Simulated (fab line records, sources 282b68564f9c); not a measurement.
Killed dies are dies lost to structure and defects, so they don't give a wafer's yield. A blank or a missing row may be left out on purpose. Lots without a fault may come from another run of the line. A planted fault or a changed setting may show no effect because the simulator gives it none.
Which tool did it? | flow rit_cmos | 15 lots, 45 wafers sampled, at 1 step of a route of 202

WHAT THE GAUGES READ, wafer by wafer
The record holds no reading of a measuring or inspecting step that can be judged against a usual standard deviation.

WHICH TOOL RAN EACH LOT (tool, then ch and the chambers of the sampled wafers, then the start)
lot  | RIT_PSD_HARDBAKE_07
L993 | litho_track-01 ch 0, day 3 02:19
L994 | litho_track-02 ch 0, day 3 07:07
L995 | litho_track-04 ch 0, day 3 16:48
L996 | litho_track-01 ch 0, day 3 22:56
L997 | litho_track-04 ch 0, day 4 05:05
L999 | litho_track-02 ch 0, day 4 12:45
L100 | litho_track-04 ch 0, day 4 17:53
L101 | litho_track-02 ch 0, day 5 01:14
L106 | litho_track-04 ch 0, day 6 00:32
L108 | litho_track-04 ch 0, day 6 15:17
L107 | litho_track-04 ch 0, day 6 15:45
L112 | litho_track-02 ch 0, day 7 17:16
L114 | litho_track-01 ch 0, day 8 05:19
L115 | litho_track-01 ch 0, day 8 16:22
L116 | litho_track-02 ch 0, day 8 18:10
- RIT_PSD_HARDBAKE_07: time 60 s.

WHAT THE TOOLS THEMSELVES READ (means of the sampled wafers that have a number; where no wafer has one, the mark that the record gives instead)
RIT_PSD_HARDBAKE_07.
lot  | tool           | heater_power_total_W (W) | plate_temp_C (C)
L993 | litho_track-01 | 62.53                    | 139.92
L994 | litho_track-02 | 62.55                    | 139.91
L995 | litho_track-04 | 62.55                    | 140.08
L996 | litho_track-01 | 62.54                    | 139.93
L997 | litho_track-04 | 62.57                    | 140.17
L999 | litho_track-02 | 62.55                    | 139.90
L100 | litho_track-04 | 62.53                    | 140.04
L101 | litho_track-02 | 62.51                    | 140.21
L106 | litho_track-04 | 59.75                    | 135.24
L108 | litho_track-04 | 59.73                    | 135.14
L107 | litho_track-04 | 59.73                    | 134.93
L112 | litho_track-02 | 62.55                    | 140.08
L114 | litho_track-01 | 62.55                    | 139.96
L115 | litho_track-01 | 62.57                    | 140.11
L116 | litho_track-02 | 62.57                    | 139.88

THE ANSWER, worked out from the rows above alone
Rule: what is usual is taken from the lots themselves. Put in order of their means at a reading, lots are off if they are a third of the lots or fewer, leave a main group of 4 or more, and stand apart from it by a gap of 3 or more times the standard deviation of the main group's means; of several such gaps the widest counts. A main group whose means are all the same, to the digits that the tables above print for the reading, isn't used. A lot without any number at a reading at which 4 lots or more have one is off too. The other lots that the step has rows for count as sound. The gauges are gone through in route order, then the tools' own readings, and for those a lot's mean is taken as printed above. The first step at which some lot is off is used, and at that step the reading that is off furthest; a lot without a number counts as furthest.
Off: L106, L108, L107, at RIT_PSD_HARDBAKE_07 (heater_power_total_W). The main group: mean 62.55 W, standard deviation 0.017.
A tool fits if, at that step or a process step before it, it ran every lot that is off, and no sound lot after the first of them. One fits: litho_track-04 at RIT_PSD_HARDBAKE_07. Its last sound lot is L100 (day 4 17:53), its first lot that is off L106 (day 6 00:32): a fault that began between those two fits.
The tool's own readings at RIT_PSD_HARDBAKE_07 bear it out: on the lots that are off they differ by more than 5 times the standard deviation of the sound lots' means. heater_power_total_W reads 59.74 W there against 62.55 W on the sound lots; plate_temp_C reads 135.10 C there against 140.02 C on the sound lots.

WHAT THE SIMULATOR HAD PUT IN
Process parameter drift: litho_track-04, from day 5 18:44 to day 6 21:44, at RIT_PSD_HARDBAKE_07. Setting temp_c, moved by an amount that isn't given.
Lots struck among those shown: L106, L108, L107. The rule above found the same.
